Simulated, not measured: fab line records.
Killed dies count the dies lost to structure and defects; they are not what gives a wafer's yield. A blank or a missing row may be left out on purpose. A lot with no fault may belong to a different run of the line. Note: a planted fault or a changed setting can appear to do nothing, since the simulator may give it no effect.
Which tool did it? + flow ritCmos + 39 wafers from 13 lots sampled at 5 of the route's 202 steps

## WHAT THE GAUGES SHOWED, per wafer
RIT_PRETRO_TW_MEAS_10. Usual: for PRETRO_TW the level is 478 and the standard deviation is 9.2.
| lot  | measured    | on           | PRETRO_TW   | flag |
|------|-------------|--------------|-------------|------|
| L291 | day 2 08:52 | filmMetro-01 | 470 471 470 |      |
| L292 | day 2 12:56 | filmMetro-03 | 490 491 491 |      |
| L295 | day 3 03:09 | filmMetro-01 | 470 466 468 |      |
| L296 | day 3 08:47 | filmMetro-03 | 486 488 486 |      |
| L297 | day 3 13:40 | filmMetro-03 | 488 485 487 |      |
| L298 | day 3 19:32 | filmMetro-03 | 486 486 488 |      |
| L299 | day 4 00:32 | filmMetro-01 | 469 471 470 |      |
| L301 | day 4 12:38 | filmMetro-04 | 472 474 476 |      |
| L303 | day 4 21:28 | filmMetro-04 | 474 476 475 |      |
| L304 | day 5 01:34 | filmMetro-03 | 489 492 493 |      |
| L308 | day 5 21:22 | filmMetro-04 | 472 473 474 |      |
| L312 | day 6 16:46 | filmMetro-01 | 471 474 471 |      |
| L313 | day 6 21:49 | filmMetro-01 | 470 469 467 |      |

RIT_GATE_THK_MEAS_09. Usual: for GATE_POLY_THK the level is 249.5 nm and the standard deviation is 1.9.
| lot  | measured    | on           | GATE_POLY_THK (nm) | flag |
|------|-------------|--------------|--------------------|------|
| L291 | day 2 12:37 | filmMetro-02 | 250.8 250.1 252.4  |      |
| L292 | day 2 16:31 | filmMetro-03 | 248.5 250.0 248.6  |      |
| L295 | day 3 07:43 | filmMetro-03 | 246.4 245.7 248.8  |      |
| L296 | day 3 13:26 | filmMetro-04 | 249.3 251.4 250.8  |      |
| L297 | day 3 18:02 | filmMetro-03 | 249.2 248.6 248.7  |      |
| L298 | day 4 04:35 | filmMetro-03 | 251.5 249.7 249.9  |      |
| L299 | day 4 08:07 | filmMetro-04 | 250.0 249.3 249.7  |      |
| L301 | day 4 16:41 | filmMetro-03 | 249.2 249.1 248.6  |      |
| L303 | day 5 01:00 | filmMetro-02 | 251.8 252.1 250.4  |      |
| L304 | day 5 05:07 | filmMetro-03 | 243.8 247.5 246.7  |      |
| L308 | day 6 01:45 | filmMetro-02 | 252.1 250.6 250.4  |      |
| L312 | day 6 21:40 | filmMetro-03 | 265.7 268.6 266.4  | OFF  |
| L313 | day 7 01:22 | filmMetro-04 | 252.7 250.1 249.6  |      |

RIT_PLDD_OVL_MEAS_06. Usual: for PLDD_OVL the level is -0.4 nm and the standard deviation is 1.2.
| lot  | measured    | on         | PLDD_OVL (nm)  | flag |
|------|-------------|------------|----------------|------|
| L291 | day 2 20:02 | overlay-01 | -0.7 2.4 -0.6  |      |
| L292 | day 3 03:01 | overlay-01 | -0.6 1.5 1.6   |      |
| L295 | day 3 15:37 | overlay-02 | 0.0 -0.2 -1.0  |      |
| L296 | day 3 21:03 | overlay-01 | -0.2 -1.5 -0.7 |      |
| L297 | day 4 02:25 | overlay-01 | -0.7 0.4 -0.4  |      |
| L298 | day 4 11:46 | overlay-01 | -1.1 -0.4 -0.8 |      |
| L299 | day 4 15:31 | overlay-02 | -1.1 -1.1 0.5  |      |
| L301 | day 4 23:56 | overlay-02 | 0.4 0.5 -1.2   |      |
| L303 | day 5 07:53 | overlay-01 | -0.3 -1.1 -1.9 |      |
| L304 | day 5 12:33 | overlay-02 | -0.8 1.0 1.6   |      |
| L308 | day 6 08:44 | overlay-02 | 1.3 1.5 -0.1   |      |
| L312 | day 7 04:44 | overlay-01 | -2.2 -2.4 0.0  |      |
| L313 | day 7 08:16 | overlay-02 | 0.6 -0.3 -1.1  |      |

## WHAT TOOL EACH LOT RAN ON (gives the tool, then ch and the chambers of the sampled wafers, and finally the start)
| lot  | RIT_ACTIVE_STRIP_14                | RIT_GATE_CVD_08            |
|------|------------------------------------|----------------------------|
| L291 | plasmaAsher-03 ch 0,1, day 1 14:50 | lpcvd-02 ch 0, day 2 10:59 |
| L292 | plasmaAsher-04 ch 0,1, day 1 20:44 | lpcvd-02 ch 1, day 2 14:53 |
| L295 | plasmaAsher-03 ch 0,1, day 2 10:58 | lpcvd-02 ch 1, day 3 06:05 |
| L296 | plasmaAsher-04 ch 0,1, day 2 15:50 | lpcvd-01 ch 0, day 3 11:00 |
| L297 | plasmaAsher-04 ch 0,1, day 2 21:10 | lpcvd-01 ch 0, day 3 15:35 |
| L298 | plasmaAsher-02 ch 0, day 3 02:01   | lpcvd-02 ch 1, day 4 02:58 |
| L299 | plasmaAsher-04 ch 0,1, day 3 07:24 | lpcvd-02 ch 1, day 4 06:29 |
| L301 | plasmaAsher-03 ch 0,1, day 3 16:55 | lpcvd-02 ch 0, day 4 15:04 |
| L303 | plasmaAsher-04 ch 0,1, day 4 04:22 | lpcvd-01 ch 0, day 4 23:22 |
| L304 | plasmaAsher-04 ch 0,1, day 4 08:49 | lpcvd-01 ch 0, day 5 03:29 |
| L308 | plasmaAsher-04 ch 0,1, day 5 04:08 | lpcvd-01 ch 1, day 6 00:08 |
| L312 | plasmaAsher-04 ch 0,1, day 5 23:50 | lpcvd-02 ch 0, day 6 19:14 |
| L313 | plasmaAsher-02 ch 0,1, day 6 04:58 | lpcvd-01 ch 0, day 6 23:45 |
- RIT_ACTIVE_STRIP_14: strips in O2, time 180 s.
- RIT_GATE_CVD_08: deposits poly-Si from SiH4, target thk 250 nm, time 2220 s.

## AS READ BY THE TOOLS THEMSELVES (means over the sampled wafers that have a number; for cases with no such wafer, the mark the record gives instead)
RIT_ACTIVE_STRIP_14. Usual: 5.52 A for drypumpMotorCurrentA, sd 0.22.
| lot  | tool           | drypumpMotorCurrentA (A) | flag |
|------|----------------|--------------------------|------|
| L291 | plasmaAsher-03 | 5.73                     |      |
| L292 | plasmaAsher-04 | 5.32                     |      |
| L295 | plasmaAsher-03 | 5.72                     |      |
| L296 | plasmaAsher-04 | 5.43                     |      |
| L297 | plasmaAsher-04 | 5.31                     |      |
| L298 | plasmaAsher-02 | 5.74                     |      |
| L299 | plasmaAsher-04 | 5.43                     |      |
| L301 | plasmaAsher-03 | 5.76                     |      |
| L303 | plasmaAsher-04 | 5.45                     |      |
| L304 | plasmaAsher-04 | 5.31                     |      |
| L308 | plasmaAsher-04 | 5.32                     |      |
| L312 | plasmaAsher-04 | 5.33                     |      |
| L313 | plasmaAsher-02 | 5.62                     |      |

## THE ANSWER, worked out from the rows above alone
Rule: take the mean of a lot's wafers that have a number; if it is more than 3 standard deviations from the usual mean, the lot is off. A lot without any number at a reading at which 4 lots or more have one is off too. The other lots that the step has rows for count as sound. After the gauges, taken in route order, come the tools' own readings; for these a lot's mean is taken, as printed above. At the first step where some lot is off, the reading lying furthest off is the one used; lots without a number count as furthest.
Off: L312, seen at RIT_GATE_THK_MEAS_09 (GATE_POLY_THK).
A tool fits if, at a process step before that reading, it ran every lot that is off, and no sound lot after the first of them. The gauges at RIT_GATE_THK_MEAS_09 are tried like those tools. Can't be told from this: 3 tools fit, plasmaAsher-04 at RIT_ACTIVE_STRIP_14, lpcvd-02 at RIT_GATE_CVD_08, filmMetro-03 at RIT_GATE_THK_MEAS_09.

## WHAT THE SIMULATOR PUT IN
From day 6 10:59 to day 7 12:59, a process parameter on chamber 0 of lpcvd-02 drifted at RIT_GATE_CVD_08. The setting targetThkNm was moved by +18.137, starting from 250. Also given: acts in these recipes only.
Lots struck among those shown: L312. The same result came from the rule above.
